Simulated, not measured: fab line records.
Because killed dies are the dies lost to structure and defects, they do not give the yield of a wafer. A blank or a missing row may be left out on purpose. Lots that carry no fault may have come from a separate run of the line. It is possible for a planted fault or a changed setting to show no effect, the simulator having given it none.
Check for tools in common || flow berkeley-cmos170 || 14 lots, 42 wafers sampled

## REASON IT WAS OPENED
At UCB170_ACTIVE_THK_MEAS_03 the reading ACTIVE_OXIDE_THK is flagged on 2 of 14 lots. Wafers without a fault read 26.2 nm, standard deviation 0.55.
Rule: a lot is flagged when every wafer of it that has a number lies more than 4 standard deviations from that mean, or none has a number. The other lots count as sound.

{"lot": "L232", "measured": "day 4 11:40", "on": "film-metro-04", "ACTIVE_OXIDE_THK (nm), wafer by wafer": "27.3 26.9 26.9", "flag": ""}
{"lot": "L235", "measured": "day 5 13:26", "on": "film-metro-03", "ACTIVE_OXIDE_THK (nm), wafer by wafer": "26.5 25.9 25.9", "flag": ""}
{"lot": "L237", "measured": "day 5 13:26", "on": "film-metro-04", "ACTIVE_OXIDE_THK (nm), wafer by wafer": "25.5 25.2 25.3", "flag": ""}
{"lot": "L236", "measured": "day 5 13:26", "on": "film-metro-02", "ACTIVE_OXIDE_THK (nm), wafer by wafer": "25.8 25.2 25.6", "flag": ""}
{"lot": "L239", "measured": "day 6 09:24", "on": "film-metro-04", "ACTIVE_OXIDE_THK (nm), wafer by wafer": "27.0 26.5 27.3", "flag": ""}
{"lot": "L238", "measured": "day 6 09:25", "on": "film-metro-02", "ACTIVE_OXIDE_THK (nm), wafer by wafer": "25.9 26.1 25.9", "flag": ""}
{"lot": "L242", "measured": "day 6 17:50", "on": "film-metro-02", "ACTIVE_OXIDE_THK (nm), wafer by wafer": "26.5 26.5 26.7", "flag": ""}
{"lot": "L244", "measured": "day 6 21:48", "on": "film-metro-03", "ACTIVE_OXIDE_THK (nm), wafer by wafer": "37.5 36.9 37.0", "flag": "FLAGGED"}
{"lot": "L246", "measured": "day 6 21:51", "on": "film-metro-02", "ACTIVE_OXIDE_THK (nm), wafer by wafer": "37.6 37.7 37.6", "flag": "FLAGGED"}
{"lot": "L247", "measured": "day 7 04:41", "on": "film-metro-02", "ACTIVE_OXIDE_THK (nm), wafer by wafer": "25.7 26.3 26.4", "flag": ""}
{"lot": "L250", "measured": "day 7 17:37", "on": "film-metro-02", "ACTIVE_OXIDE_THK (nm), wafer by wafer": "26.6 26.8 26.4", "flag": ""}
{"lot": "L249", "measured": "day 7 17:38", "on": "film-metro-03", "ACTIVE_OXIDE_THK (nm), wafer by wafer": "26.7 26.1 26.3", "flag": ""}
{"lot": "L252", "measured": "day 8 14:23", "on": "film-metro-04", "ACTIVE_OXIDE_THK (nm), wafer by wafer": "25.5 25.8 26.0", "flag": ""}
{"lot": "L255", "measured": "day 9 07:41", "on": "film-metro-03", "ACTIVE_OXIDE_THK (nm), wafer by wafer": "26.4 26.4 26.3", "flag": ""}
The numbers of the flagged lots are 37.4 nm on average: +11.2 nm against the usual, or +20 standard deviations.

## TOOL THAT RAN EACH LOT
The record keeps 1 process step preceding the reading, out of 331 steps on the route. Read each cell as the tool, then ch plus the chambers that the sampled wafers visited, then the start.
{"lot": "L232", "flag": "", "UCB170_ACTIVE_OXIDATION_02": "furnace-04 ch 0, day 4 10:18"}
{"lot": "L235", "flag": "", "UCB170_ACTIVE_OXIDATION_02": "furnace-04 ch 0, day 5 12:05"}
{"lot": "L237", "flag": "", "UCB170_ACTIVE_OXIDATION_02": "furnace-04 ch 0, day 5 12:05"}
{"lot": "L236", "flag": "", "UCB170_ACTIVE_OXIDATION_02": "furnace-04 ch 0, day 5 12:05"}
{"lot": "L239", "flag": "", "UCB170_ACTIVE_OXIDATION_02": "furnace-01 ch 0, day 6 08:03"}
{"lot": "L238", "flag": "", "UCB170_ACTIVE_OXIDATION_02": "furnace-01 ch 0, day 6 08:03"}
{"lot": "L242", "flag": "", "UCB170_ACTIVE_OXIDATION_02": "furnace-04 ch 0, day 6 16:25"}
{"lot": "L244", "flag": "FLAGGED", "UCB170_ACTIVE_OXIDATION_02": "furnace-04 ch 0, day 6 20:27"}
{"lot": "L246", "flag": "FLAGGED", "UCB170_ACTIVE_OXIDATION_02": "furnace-04 ch 0, day 6 20:27"}
{"lot": "L247", "flag": "", "UCB170_ACTIVE_OXIDATION_02": "furnace-01 ch 0, day 7 03:20"}
{"lot": "L250", "flag": "", "UCB170_ACTIVE_OXIDATION_02": "furnace-01 ch 0, day 7 16:16"}
{"lot": "L249", "flag": "", "UCB170_ACTIVE_OXIDATION_02": "furnace-01 ch 0, day 7 16:16"}
{"lot": "L252", "flag": "", "UCB170_ACTIVE_OXIDATION_02": "furnace-02 ch 0, day 8 13:01"}
{"lot": "L255", "flag": "", "UCB170_ACTIVE_OXIDATION_02": "furnace-02 ch 0, day 9 06:17"}
These steps, and what they do:
- UCB170_ACTIVE_OXIDATION_02: target thk 26.4 nm, ox time 1260 s.
- UCB170_ACTIVE_THK_MEAS_03

## FLAGGED AGAINST TOTAL, ONE TOOL AT A TIME (gauges that did the reading follow at the end)
{"step": "UCB170_ACTIVE_OXIDATION_02", "tool": "furnace-01", "lots run": 5, "flagged": 0, "share of the flagged lots": "none", "sound lots run after its first flagged lot": "-"}
{"step": "UCB170_ACTIVE_OXIDATION_02", "tool": "furnace-02", "lots run": 2, "flagged": 0, "share of the flagged lots": "none", "sound lots run after its first flagged lot": "-"}
{"step": "UCB170_ACTIVE_OXIDATION_02", "tool": "furnace-04", "lots run": 7, "flagged": 2, "share of the flagged lots": "all", "sound lots run after its first flagged lot": 0}
{"step": "UCB170_ACTIVE_THK_MEAS_03", "tool": "film-metro-02", "lots run": 6, "flagged": 1, "share of the flagged lots": "some", "sound lots run after its first flagged lot": "2 (L247,L250)"}
{"step": "UCB170_ACTIVE_THK_MEAS_03", "tool": "film-metro-03", "lots run": 4, "flagged": 1, "share of the flagged lots": "some", "sound lots run after its first flagged lot": "2 (L249,L255)"}
{"step": "UCB170_ACTIVE_THK_MEAS_03", "tool": "film-metro-04", "lots run": 4, "flagged": 0, "share of the flagged lots": "none", "sound lots run after its first flagged lot": "-"}

## WHAT THE TABLE ALLOWS
All flagged lots share 1 row of the table, namely furnace-04 at UCB170_ACTIVE_OXIDATION_02.
- furnace-04 at UCB170_ACTIVE_OXIDATION_02: 2 of its 7 lots flagged. Its last sound lot is L242 (day 6 16:25), its first flagged lot L244 (day 6 20:27): a fault that began between those two fits.
furnace-04 at UCB170_ACTIVE_OXIDATION_02 is the single tool remaining.

## WHAT THE SIMULATOR PUT IN
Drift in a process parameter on furnace-04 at UCB170_ACTIVE_OXIDATION_02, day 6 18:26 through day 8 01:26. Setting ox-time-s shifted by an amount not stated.
Struck lots among those shown: L244, L246. The rule above found the same.
